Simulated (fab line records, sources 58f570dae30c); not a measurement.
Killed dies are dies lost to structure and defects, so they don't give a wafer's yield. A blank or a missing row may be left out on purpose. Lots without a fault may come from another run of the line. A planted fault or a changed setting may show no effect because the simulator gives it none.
Which tool did it? | flow berkeley_cmos170 | 15 lots, 45 wafers sampled, at 5 steps of a route of 331

WHAT THE GAUGES READ, wafer by wafer
UCB170_NWELL_THK_MEAS_05. Usual: NWELL_NITRIDE_THK 223.3 nm, standard deviation 2.4.
lot  | measured    | on            | NWELL_NITRIDE_THK (nm) | flag
L175 | day 2 09:41 | film_metro-04 | 227.5 226.7 226.2      |
L176 | day 2 11:49 | film_metro-01 | 451.7 447.4 450.3      | OFF
L177 | day 2 19:37 | film_metro-02 | 444.3 444.2 447.5      | OFF
L178 | day 2 17:31 | film_metro-04 | 227.4 227.3 226.8      |
L183 | day 4 01:30 | film_metro-04 | 450.2 450.8 447.9      | OFF
L184 | day 4 03:56 | film_metro-02 | 227.2 225.5 225.8      |
L187 | day 5 00:32 | film_metro-04 | 223.9 224.4 224.2      |
L189 | day 5 11:33 | film_metro-01 | 223.9 223.8 222.6      |
L191 | day 5 21:59 | film_metro-04 | 224.0 223.0 221.9      |
L193 | day 6 05:07 | film_metro-04 | 223.4 222.2 223.2      |
L194 | day 6 11:28 | film_metro-01 | 222.5 221.8 221.8      |
L195 | day 6 11:28 | film_metro-02 | 225.7 225.8 226.5      |
L196 | day 6 22:44 | film_metro-01 | 221.5 221.0 221.0      |
L197 | day 6 22:46 | film_metro-02 | 222.2 220.6 220.8      |
L198 | day 7 07:24 | film_metro-04 | 222.6 221.8 223.5      |

UCB170_PWELL_TW_MEAS_17. Usual: PWELL_TW 378.1, standard deviation 1.4.
lot  | measured    | on            | PWELL_TW          | flag
L175 | day 3 03:08 | film_metro-04 | 378.1 378.1 375.4 |
L178 | day 3 12:42 | film_metro-04 | 378.7 378.3 376.9 |
L184 | day 5 01:14 | film_metro-04 | 380.4 377.2 379.2 |
L187 | day 5 20:19 | film_metro-04 | 380.8 379.0 381.1 |
L189 | day 6 08:04 | film_metro-03 | 375.3 378.4 378.1 |
L191 | day 7 00:53 | film_metro-04 | 376.4 377.2 376.6 |
L193 | day 7 00:37 | film_metro-04 | 377.5 378.6 376.8 |
L194 | day 7 11:02 | film_metro-04 | 376.4 376.9 378.0 |
L195 | day 7 10:45 | film_metro-02 | 376.6 377.9 377.2 |
L196 | day 7 21:34 | film_metro-04 | 379.3 376.5 376.8 |
L197 | day 7 21:52 | film_metro-02 | 379.5 376.6 378.2 |
L198 | day 8 05:28 | film_metro-02 | 380.1 378.7 378.4 |

WHICH TOOL RAN EACH LOT (tool, then ch and the chambers of the sampled wafers, then the start)
lot  | UCB170_NWELL_CVD_04                                       | UCB170_NWELL_ETCH_13              | UCB170_PWELL_ETCH_14
L175 | lpcvd-02 ch 1, day 2 07:45                                | rie_diel-02 ch 0,1,2, day 2 10:40 | rie_diel-02 ch 0,1,3, day 3 02:47
L176 | lpcvd-02 ch 1, day 2 07:45                                | rie_diel-04 ch 0,1,3, day 2 13:02 | -
L177 | lpcvd-01 ch 1, day 2 15:35                                | rie_diel-02 ch 1,2, day 2 20:54   | -
L178 | lpcvd-01 ch 1, day 2 15:35                                | rie_diel-04 ch 0,1,3, day 2 19:25 | rie_diel-04 ch 1,2,3, day 3 12:21
L183 | lpcvd-01 ch 0, day 3 20:27 and lpcvd-02 ch 0, day 3 23:33 | rie_diel-01 ch 1, day 4 02:38     | -
L184 | lpcvd-02 ch 0, day 4 01:01                                | rie_diel-01 ch 0,1, day 4 04:58   | rie_diel-02 ch 1,2,3, day 5 00:52
L187 | lpcvd-02 ch 0, day 4 22:36                                | rie_diel-04 ch 1,2,3, day 5 02:05 | rie_diel-03 ch 0,2,3, day 5 19:58
L189 | lpcvd-01 ch 1, day 5 09:36                                | rie_diel-01 ch 0,3, day 5 12:56   | rie_diel-02 ch 0,2, day 6 07:43
L191 | lpcvd-02 ch 0, day 5 20:04                                | rie_diel-04 ch 0,1,2, day 6 00:40 | rie_diel-03 ch 1,2,3, day 7 00:32
L193 | lpcvd-01 ch 1, day 6 03:11                                | rie_diel-02 ch 1,2,3, day 6 06:10 | rie_diel-04 ch 0,2,3, day 7 00:16
L194 | lpcvd-02 ch 1, day 6 09:31                                | rie_diel-01 ch 0,1,2, day 6 13:08 | rie_diel-04 ch 1,2,3, day 7 10:41
L195 | lpcvd-02 ch 0, day 6 09:31                                | rie_diel-04 ch 0,2,3, day 6 12:52 | rie_diel-02 ch 1,2,3, day 7 10:24
L196 | lpcvd-01 ch 1, day 6 20:48                                | rie_diel-02 ch 0,2, day 7 00:20   | rie_diel-04 ch 0,1,2, day 7 21:13
L197 | lpcvd-01 ch 1, day 6 20:48                                | rie_diel-01 ch 0,1,2, day 7 00:47 | rie_diel-02 ch 0,1, day 7 21:29
L198 | lpcvd-02 ch 0, day 7 05:28                                | rie_diel-02 ch 0,1,2, day 7 08:46 | rie_diel-02 ch 0,1,2, day 8 05:07
- UCB170_NWELL_CVD_04: deposits Si3N4 from SiH2Cl2/NH3, target thk 224 nm, time 3360 s.
- UCB170_NWELL_ETCH_13: etches Si3N4 in CH3F/Ar/O2, stops on SiO2, target depth 246.4 nm, time 154 s.
- UCB170_PWELL_ETCH_14: etches Si3N4 in CH3F/Ar/O2, stops on SiO2, target depth 242 nm, time 151 s.

WHAT THE TOOLS THEMSELVES READ (means of the sampled wafers that have a number; where no wafer has one, the mark that the record gives instead)
UCB170_NWELL_CVD_04. Usual: spike_tc_load_C 821.8 C, standard deviation 2; zone_power_load_pct 22.3 %, standard deviation 1.1; zone_power_source_pct 21.8 %, standard deviation 2.7.
lot  | tool              | spike_tc_load_C (C) | zone_power_load_pct (%) | zone_power_source_pct (%) | flag
L175 | lpcvd-02          | 820.8               | 20.0                    | 17.0                      |
L176 | lpcvd-02          | 819.9               | 20.0                    | 16.8                      |
L177 | lpcvd-01          | 820.8               | 22.4                    | 20.9                      |
L178 | lpcvd-01          | 821.4               | 22.4                    | 20.8                      |
L183 | lpcvd-01/lpcvd-02 | 822.1               | 22.9                    | 24.1                      |
L184 | lpcvd-02          | 823.8               | 22.8                    | 24.5                      |
L187 | lpcvd-02          | 824.4               | 22.8                    | 24.4                      |
L189 | lpcvd-01          | 821.2               | 22.4                    | 21.0                      |
L191 | lpcvd-02          | 823.5               | 22.7                    | 24.6                      |
L193 | lpcvd-01          | 821.5               | 22.3                    | 21.1                      |
L194 | lpcvd-02          | 819.8               | 20.2                    | 16.9                      |
L195 | lpcvd-02          | 825.5               | 22.8                    | 24.5                      |
L196 | lpcvd-01          | 820.6               | 22.4                    | 21.0                      |
L197 | lpcvd-01          | 821.8               | 22.5                    | 21.0                      |
L198 | lpcvd-02          | 823.3               | 22.8                    | 24.5                      |

UCB170_NWELL_ETCH_13. Usual: chamber_pressure_mTorr 50.00 mTorr, standard deviation 0.049; drypump_motor_current_A 5.8 A, standard deviation 0.43; oes_product_au 0.941 a.u., standard deviation 0.012; throttle_valve_pct 8.05 %, standard deviation 0.13.
lot  | tool        | chamber_pressure_mTorr (mTorr) | drypump_motor_current_A (A) | oes_product_au (a.u.) | throttle_valve_pct (%) | flag
L175 | rie_diel-02 | 49.94                          | 5.6                         | 0.947                 | 8.02                   |
L176 | rie_diel-04 | 49.94                          | 6.2                         | 0.987                 | 8.00                   | OFF
L177 | rie_diel-02 | 49.96                          | 5.9                         | 0.986                 | 8.10                   | OFF
L178 | rie_diel-04 | 50.02                          | 6.2                         | 0.943                 | 8.00                   |
L183 | rie_diel-01 | 50.00                          | 6.1                         | 0.997                 | 8.31                   | OFF
L184 | rie_diel-01 | 50.02                          | 6.0                         | 0.952                 | 8.17                   |
L187 | rie_diel-04 | 50.03                          | 6.1                         | 0.943                 | 7.99                   |
L189 | rie_diel-01 | 49.98                          | 5.4                         | 0.948                 | 8.14                   |
L191 | rie_diel-04 | 50.06                          | 6.1                         | 0.938                 | 8.06                   |
L193 | rie_diel-02 | 50.00                          | 5.6                         | 0.936                 | 8.07                   |
L194 | rie_diel-01 | 50.02                          | 6.0                         | 0.946                 | 8.12                   |
L195 | rie_diel-04 | 49.96                          | 6.1                         | 0.945                 | 8.09                   |
L196 | rie_diel-02 | 50.04                          | 5.3                         | 0.940                 | 7.93                   |
L197 | rie_diel-01 | 50.02                          | 6.0                         | 0.946                 | 8.12                   |
L198 | rie_diel-02 | 49.98                          | 5.6                         | 0.938                 | 8.01                   |

UCB170_PWELL_ETCH_14. Usual: chamber_pressure_mTorr 50.01 mTorr, standard deviation 0.05; drypump_motor_current_A 5.8 A, standard deviation 0.44; oes_product_au 0.940 a.u., standard deviation 0.014; throttle_valve_pct 8.02 %, standard deviation 0.11.
lot  | tool        | chamber_pressure_mTorr (mTorr) | drypump_motor_current_A (A) | oes_product_au (a.u.) | throttle_valve_pct (%) | flag
L175 | rie_diel-02 | 50.01                          | 5.5                         | 0.941                 | 7.99                   |
L178 | rie_diel-04 | 49.96                          | 6.1                         | 0.928                 | 7.99                   |
L184 | rie_diel-02 | 49.97                          | 5.6                         | 0.937                 | 8.07                   |
L187 | rie_diel-03 | 49.93                          | 5.8                         | 0.939                 | 8.03                   |
L189 | rie_diel-02 | 50.06                          | 5.3                         | 0.950                 | 8.00                   |
L191 | rie_diel-03 | 49.99                          | 6.0                         | 0.917                 | 8.07                   |
L193 | rie_diel-04 | 50.04                          | 6.1                         | 0.948                 | 8.08                   |
L194 | rie_diel-04 | 50.04                          | 6.1                         | 0.941                 | 7.98                   |
L195 | rie_diel-02 | 49.99                          | 5.6                         | 0.936                 | 8.05                   |
L196 | rie_diel-04 | 50.04                          | 6.1                         | 0.945                 | 8.06                   |
L197 | rie_diel-02 | 50.04                          | 5.6                         | 0.951                 | 7.94                   |
L198 | rie_diel-02 | 49.98                          | 5.6                         | 0.946                 | 8.02                   |

THE ANSWER, worked out from the rows above alone
Rule: a lot is off if the mean of its wafers that have a number lies more than 3 standard deviations from the usual mean. A lot without any number at a reading at which 4 lots or more have one is off too. The other lots that the step has rows for count as sound. The gauges are gone through in route order, then the tools' own readings, and for those a lot's mean is taken as printed above. The first step at which some lot is off is used, and at that step the reading that is off furthest; a lot without a number counts as furthest.
Off: L176, L177, L183, at UCB170_NWELL_THK_MEAS_05 (NWELL_NITRIDE_THK).
A tool fits if, at a process step before that reading, it ran every lot that is off, and no sound lot after the first of them. The gauges at UCB170_NWELL_THK_MEAS_05 aren't tried: what is off there is off at UCB170_NWELL_ETCH_13 too, on other tools, and a gauge's error can't cause that. None of those tried fits.

WHAT THE SIMULATOR HAD PUT IN
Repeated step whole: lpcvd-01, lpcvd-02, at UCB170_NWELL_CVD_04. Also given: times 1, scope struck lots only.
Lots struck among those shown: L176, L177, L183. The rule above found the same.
